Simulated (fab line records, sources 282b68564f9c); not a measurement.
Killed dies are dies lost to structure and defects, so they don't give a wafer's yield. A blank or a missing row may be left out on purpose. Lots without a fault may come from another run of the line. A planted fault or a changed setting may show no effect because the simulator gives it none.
Which tool did it? | flow rit_cmos | 14 lots, 42 wafers sampled, at 4 steps of a route of 202

WHAT THE GAUGES READ, wafer by wafer
RIT_GATE_THK_MEAS_07. Usual: GATE_OXIDE_THK 3.00 nm, standard deviation 0.06.
lot  | measured    | on            | GATE_OXIDE_THK (nm) | flag
L311 | day 3 08:04 | film_metro-01 | 2.96 3.09 2.99      |
L312 | day 3 19:41 | film_metro-04 | 2.93 3.01 2.87      |
L316 | day 4 11:49 | film_metro-03 | 2.95 2.97 2.88      |
L315 | day 4 11:50 | film_metro-04 | 2.92 2.95 2.92      |
L318 | day 4 18:53 | film_metro-04 | 3.06 3.11 3.08      |
L319 | day 4 18:53 | film_metro-01 | 3.06 3.13 3.12      |
L320 | day 5 14:01 | film_metro-03 | 3.06 3.08 3.06      |
L321 | day 5 14:01 | film_metro-04 | 2.94 2.96 3.04      |
L324 | day 5 19:24 | film_metro-01 | 3.01 3.01 2.91      |
L325 | day 6 06:46 | film_metro-01 | 2.94 2.91 2.87      |
L328 | day 6 15:34 | film_metro-04 | 3.08 3.04 3.05      |
L329 | day 6 17:41 | film_metro-04 | 3.00 3.08 3.02      |
L330 | day 6 22:19 | film_metro-04 | 2.98 3.02 2.97      |
L332 | day 7 08:13 | film_metro-03 | 3.01 3.01 2.96      |

RIT_PLDD_TW_MEAS_10. Usual: PLDD_TW 2364, standard deviation 13.
lot  | measured    | on            | PLDD_TW        | flag
L311 | day 3 20:44 | film_metro-01 | 2387 2390 2390 |
L312 | day 4 14:34 | film_metro-01 | 2358 2376 2364 |
L316 | day 4 21:33 | film_metro-01 | 2369 2372 2361 |
L315 | day 5 00:18 | film_metro-01 | 2391 2383 2378 |
L318 | day 5 10:48 | film_metro-03 | 2362 2377 2390 |
L319 | day 5 10:57 | film_metro-02 | 2341 2346 2335 |
L320 | day 6 02:01 | film_metro-01 | 2381 2370 2373 |
L321 | day 6 02:17 | film_metro-03 | 2355 2375 2366 |
L324 | day 6 11:28 | film_metro-01 | 2372 2372 2385 |
L325 | day 6 16:41 | film_metro-03 | 2354 2362 2357 |
L328 | day 7 01:16 | film_metro-02 | 2348 2349 2359 |
L329 | day 7 05:19 | film_metro-03 | 2355 2367 2362 |
L330 | day 7 09:56 | film_metro-02 | 2353 2361 2360 |
L332 | day 7 17:31 | film_metro-02 | 2359 2357 2361 |

RIT_PSD_TW_MEAS_10. Usual: PSD_TW 3446, standard deviation 19.
lot  | measured    | on            | PSD_TW         | flag
L311 | day 4 02:14 | film_metro-01 | 3449 3468 3448 |
L312 | day 4 20:15 | film_metro-01 | 3464 3448 3464 |
L316 | day 5 04:17 | film_metro-02 | 3431 3432 3412 |
L315 | day 5 17:05 | film_metro-03 | 3457 3464 3422 |
L318 | day 5 17:40 | film_metro-02 | 3432 3417 3409 |
L319 | day 5 17:49 | film_metro-02 | 3424 3428 3443 |
L320 | day 6 07:26 | film_metro-02 | 3442 3452 3445 |
L321 | day 6 08:26 | film_metro-02 | 3447 3451 3443 |
L324 | day 6 17:08 | film_metro-01 | 3481 3455 3444 |
L325 | day 6 22:20 | film_metro-02 | 3463 3433 3452 |
L328 | day 7 06:45 | film_metro-03 | 3427 3440 3463 |
L329 | day 7 11:07 | film_metro-01 | 30 30 30       | OFF
L330 | day 7 15:34 | film_metro-03 | 30 30 30       | OFF
L332 | day 7 22:59 | film_metro-02 | 3469 3458 3456 |

WHICH TOOL RAN EACH LOT (tool, then ch and the chambers of the sampled wafers, then the start)
lot  | RIT_PSD_DEVELOP_05
L311 | litho_track-04 ch 0, day 4 01:00
L312 | litho_track-02 ch 0, day 4 19:00
L316 | litho_track-02 ch 0, day 5 03:00
L315 | litho_track-02 ch 0, day 5 16:00
L318 | litho_track-03 ch 0, day 5 16:00
L319 | litho_track-04 ch 0, day 5 17:00
L320 | litho_track-04 ch 0, day 6 06:00
L321 | litho_track-02 ch 0, day 6 07:00
L324 | litho_track-03 ch 0, day 6 16:00
L325 | litho_track-02 ch 0, day 6 21:00
L328 | litho_track-02 ch 0, day 7 06:00
L329 | litho_track-02 ch 0, day 7 10:00
L330 | litho_track-02 ch 0, day 7 14:00
L332 | litho_track-04 ch 0, day 7 22:00
- RIT_PSD_DEVELOP_05: develop time 50 s.

WHAT THE TOOLS THEMSELVES READ (means of the sampled wafers that have a number; where no wafer has one, the mark that the record gives instead)
The record holds no such reading with a usual standard deviation.

THE ANSWER, worked out from the rows above alone
Rule: a lot is off if the mean of its wafers that have a number lies more than 3 standard deviations from the usual mean. A lot without any number at a reading at which 4 lots or more have one is off too. The other lots that the step has rows for count as sound. The gauges are gone through in route order, then the tools' own readings, and for those a lot's mean is taken as printed above. The first step at which some lot is off is used, and at that step the reading that is off furthest; a lot without a number counts as furthest.
Off: L329, L330, at RIT_PSD_TW_MEAS_10 (PSD_TW).
A tool fits if, at a process step before that reading, it ran every lot that is off, and no sound lot after the first of them. The gauges at RIT_PSD_TW_MEAS_10 are tried like those tools. One fits: litho_track-02 at RIT_PSD_DEVELOP_05. Its last sound lot is L328 (day 7 06:00), its first lot that is off L329 (day 7 10:00): a fault that began between those two fits.

WHAT THE SIMULATOR HAD PUT IN
Process parameter drift: litho_track-02, from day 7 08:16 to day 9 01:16, at RIT_PSD_DEVELOP_05. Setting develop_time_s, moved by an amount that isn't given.
Lots struck among those shown: L329, L330. The rule above found the same.
